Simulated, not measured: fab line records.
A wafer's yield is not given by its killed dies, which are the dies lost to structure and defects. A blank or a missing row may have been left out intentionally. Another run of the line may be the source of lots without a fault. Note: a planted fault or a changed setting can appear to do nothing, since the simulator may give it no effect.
2 desks looking at one fault -- flow berkeley-cmos170 -- every desk sees just its own numbers, and what lay behind them comes last

== AT THE TOOL OWNER'S DESK: krf-scanner-01 ==
The tool's own readings at UCB170_PLDD_EXPOSE_03 (exposes mask PSELECT, target cd 1200 nm): means of the sampled wafers that have a number, for each lot that ran on this tool. Any lot whose mean is over 4 standard deviations away from the usual mean is out of limits and marked OUT; that distance is given in the brackets.
Columns: A = exposure-dose-mJ-cm2 at UCB170_PLDD_EXPOSE_03, usual 29.996; B = focus-offset-nm at UCB170_PLDD_EXPOSE_03, usual 0.1 nm; C = reticle-temp-C at UCB170_PLDD_EXPOSE_03, usual 23.00 C
lot,first seen here,A,B,C
L271,day 7 14:18,29.994,0.3,22.86
L276,day 8 19:31,29.997,-0.7,22.98
L281,day 10 11:04,29.981,-0.0,23.00
L284,day 10 17:56,29.979,0.6,23.05
L289,day 11 20:58,30.003,0.6,23.19
L290,day 11 21:04,29.987,0.2,23.00
This desk's finding: nothing out of limits on any of the 6 lots.

== AT THE METROLOGY DESK ==
What the gauges read for every lot (on any tool): the sampled wafers with a number, averaged. Any lot whose mean is over 4 standard deviations away from the usual mean is out of limits and marked OUT; that distance is given in the brackets.
Columns: A = NVT_OVL at UCB170_NVT_OVL_MEAS_06, usual 0 nm; B = GATE_OXIDE_THK at UCB170_GATE_THK_MEAS_02, usual 6.61 nm; C = cd-nm at UCB170_PSD_CD_MEAS_06, usual 1199.9 nm
lot,first seen here,A,B,C
L271,day 6 21:13,5,6.53,1197.0
L272,day 6 21:40,-1,6.47,1198.4
L274,day 7 07:17,1,6.53,1201.4
L273,day 7 08:07,-2,6.58,1198.9
L276,day 7 16:11,-2,6.63,1202.6
L277,day 7 16:21,0,6.62,1198.5
L281,day 9 06:19,-3,6.53,1199.4
L284,day 9 19:55,6,6.69,1202.5
L285,day 10 16:16,-7,6.69,1201.2
L286,day 10 16:25,11,6.63,1198.3
L287,day 10 16:41,3,6.61,1201.3
L289,day 11 04:06,-10,6.68,1200.8
L290,day 11 04:20,0,6.51,1197.4
L291,day 11 18:40,-13,6.47,1201.2
L293,day 12 01:18,6,6.77,1199.9
This desk's finding: nothing out of limits on any of the 15 lots.

== BROUGHT TOGETHER ==
The desk of the tool owner found nothing out of limits.
The metrology desk saw nothing out of limits.

== WHAT WAS PUT IN BY THE SIMULATOR ==
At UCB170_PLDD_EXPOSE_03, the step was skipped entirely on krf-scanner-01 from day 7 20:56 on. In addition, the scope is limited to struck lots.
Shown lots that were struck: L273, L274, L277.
